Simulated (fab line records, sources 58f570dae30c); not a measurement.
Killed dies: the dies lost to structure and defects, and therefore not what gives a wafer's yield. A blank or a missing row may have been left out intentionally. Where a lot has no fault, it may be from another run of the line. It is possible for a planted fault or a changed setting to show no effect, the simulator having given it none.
The same fault as seen by 2 desks :: flow berkeleyCmos170 :: numbers are kept per desk, each desk with only its own; the story behind them comes last

AT THE METROLOGY DESK
What the gauges read, lot by lot, whatever tool the lot ran on: means of the sampled wafers that have a number. The brackets show how far a lot's mean lies from the usual mean; more than 4 standard deviations puts the lot out of limits, marked OUT.
Columns: A = INCOMING_BOW at UCB170_START_BOW_MEAS_00, usual 0 um; B = START_OXIDE_THK at UCB170_START_THK_MEAS_03, usual 20.1 nm
lot: L351
first seen here: day 1 20:01
A: -4
B: 19.5

lot: L354
first seen here: day 2 11:02
A: -7
B: 20.2

lot: L361
first seen here: day 3 22:00
A: 2
B: 20.2

lot: L366
first seen here: day 4 23:02
A: 6
B: 20.4

lot: L371
first seen here: day 6 00:02
A: -2
B: 20.6
Result from this desk: across the 5 lots, nothing is out of limits.

DESK OF THE TOOL OWNER: rieDiel-02
The tool's own readings at UCB170_ZERO_ETCH_06 (etches SiO2 in CHF3/CF4/Ar, time 12 s): means of the sampled wafers that have a number, for each lot that ran on this tool. The brackets show how far a lot's mean lies from the usual mean; more than 4 standard deviations puts the lot out of limits, marked OUT.
Columns: A = chamberPressureMTorr at UCB170_ZERO_ETCH_06, usual 100.01 mTorr; B = drypumpMotorCurrentA at UCB170_ZERO_ETCH_06, usual 5.8 A; C = oesProductAu at UCB170_ZERO_ETCH_06, usual 0.617 a.u.; D = throttleValvePct at UCB170_ZERO_ETCH_06, usual 9.33 %
lot: L351
first seen here: day 2 14:16
A: 100.07
B: 5.9
C: 0.619
D: 9.25

lot: L361
first seen here: day 4 08:20
A: 99.99
B: 5.7
C: 0.594
D: 9.31
Result from this desk: across the 2 lots, nothing is out of limits.

PUT TOGETHER
From the metrology desk's view, nothing was out of limits.
Nothing out of limits was seen by the tool owner's desk.

WHAT THE SIMULATOR PUT IN
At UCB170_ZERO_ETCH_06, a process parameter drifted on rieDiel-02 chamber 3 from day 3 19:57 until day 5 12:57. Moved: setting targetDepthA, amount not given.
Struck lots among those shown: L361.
